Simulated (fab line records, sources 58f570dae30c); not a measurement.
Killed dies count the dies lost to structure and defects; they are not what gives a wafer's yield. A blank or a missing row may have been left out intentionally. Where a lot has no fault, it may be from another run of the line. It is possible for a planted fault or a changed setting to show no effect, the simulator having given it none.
Comparing a struck lot with a sound one | flow berkeley_cmos170 | 15 out of 331 route steps
Sound: wafers L308.1, L308.4, L308.6. Wafers struck: L318.4, L318.5, L318.6. Last of all comes the cause.
For every step that has rows: the tool of each side, followed by ch and its chambers, followed by its first start. Under that, the readings that differ: sound wafers | struck wafers | difference of the means | sigmas: that difference in standard deviations of wafers without a fault.
alike: words and numbers the same on both sides, and readings whose means are apart by under 2 such deviations; not compared: readings that were withheld, readings missing a value for some wafer, numbers with overlapping values and no deviation given by the record, and bounds like >300 which may hide the same value.
The two part at a step that has a row with sigmas, a row that says differs or no value, or rows on one side only. Non-overlapping numbers with no deviation appear without sigmas and do not part them. Lack of a reading on every wafer of one side parts them only where that side has two or more wafers.

UCB170_NWELL_THK_MEAS_02:
  sound: film_metro-01 at day 3 01:26; struck: film_metro-02 at day 5 01:46
  alike: NWELL_OXIDE_THK
then, 2 steps without rows for these wafers: UCB170_NWELL_ANNEAL_03 (time 900 s); UCB170_NWELL_CVD_04 (deposits Si3N4 from SiH2Cl2/NH3, target thk 224 nm, time 3360 s).
UCB170_NWELL_THK_MEAS_05:
  sound: film_metro-02 at day 3 07:22; struck: film_metro-02 at day 5 09:20
  reading                | sound             | struck            | difference | sigmas
  NWELL_NITRIDE_THK (nm) | 230.1 229.4 228.5 | 221.2 220.5 220.0 | -8.8       | -3
then, 6 steps without rows for these wafers: UCB170_NWELL_HMDS_06 (prime time 60 s); UCB170_NWELL_COAT_07 (resist thk 900 nm); UCB170_NWELL_SOFTBAKE_08 (time 60 s); UCB170_NWELL_EXPOSE_09 (exposes mask NWELL, target cd 3000 nm); UCB170_NWELL_PEB_10; UCB170_NWELL_DEVELOP_11 (develop time 45 s).
UCB170_NWELL_OVL_MEAS_12:
  sound: overlay-02 at day 3 08:32; struck: overlay-02 at day 5 10:28
  alike: NWELL_OVL
UCB170_NWELL_ETCH_13: etches Si3N4 in CH3F/Ar/O2, stops on SiO2, target depth 246.4 nm, time 154 s.
  sound on rie_diel-03 ch 1,2, day 3 08:34; struck on rie_diel-02 ch 0,1, day 5 10:29
  reading               | sound             | struck            | difference | sigmas
  oes_product_au (a.u.) | 0.957 0.958 0.964 | 0.926 0.929 0.927 | -0.032     | -2
  alike: drypump_motor_current_A, rf_fwd_power_W, throttle_valve_pct
  not compared: rf_hours_counter_h
UCB170_NWELL_IMPLANT_14:
  sound on implanter-01 ch 0, day 3 08:40; struck on implanter-01 ch 0, day 5 10:40
  reading            | sound             | struck            | difference | sigmas
  tilt_deg (degrees) | 7.003 7.014 7.011 | 7.580 7.548 7.561 | +0.554     | +26
UCB170_NWELL_STRIP_15: strips in O2.
  sound on plasma_asher-02 ch 0,1, day 3 08:49; struck on plasma_asher-01 ch 0,1, day 5 10:46
  reading                      | sound             | struck            | difference | sigmas
  strip_time_to_endpoint_s (s) | 18.09 17.94 17.98 | 17.73 17.79 17.84 | -0.22      | -3
  alike: drypump_motor_current_A, o2_flow_sccm, oes_product_au
  not compared: rf_hours_counter_h
UCB170_M3_PROBE_99:
  the record holds rows for the sound wafers here (prober-01, day 9 06:49) but none for the struck ones

== WHERE THEY PART ==
Last at UCB170_M3_PROBE_99 as far as this record goes, first at UCB170_NWELL_THK_MEAS_05.

WHY: what the simulator had put in
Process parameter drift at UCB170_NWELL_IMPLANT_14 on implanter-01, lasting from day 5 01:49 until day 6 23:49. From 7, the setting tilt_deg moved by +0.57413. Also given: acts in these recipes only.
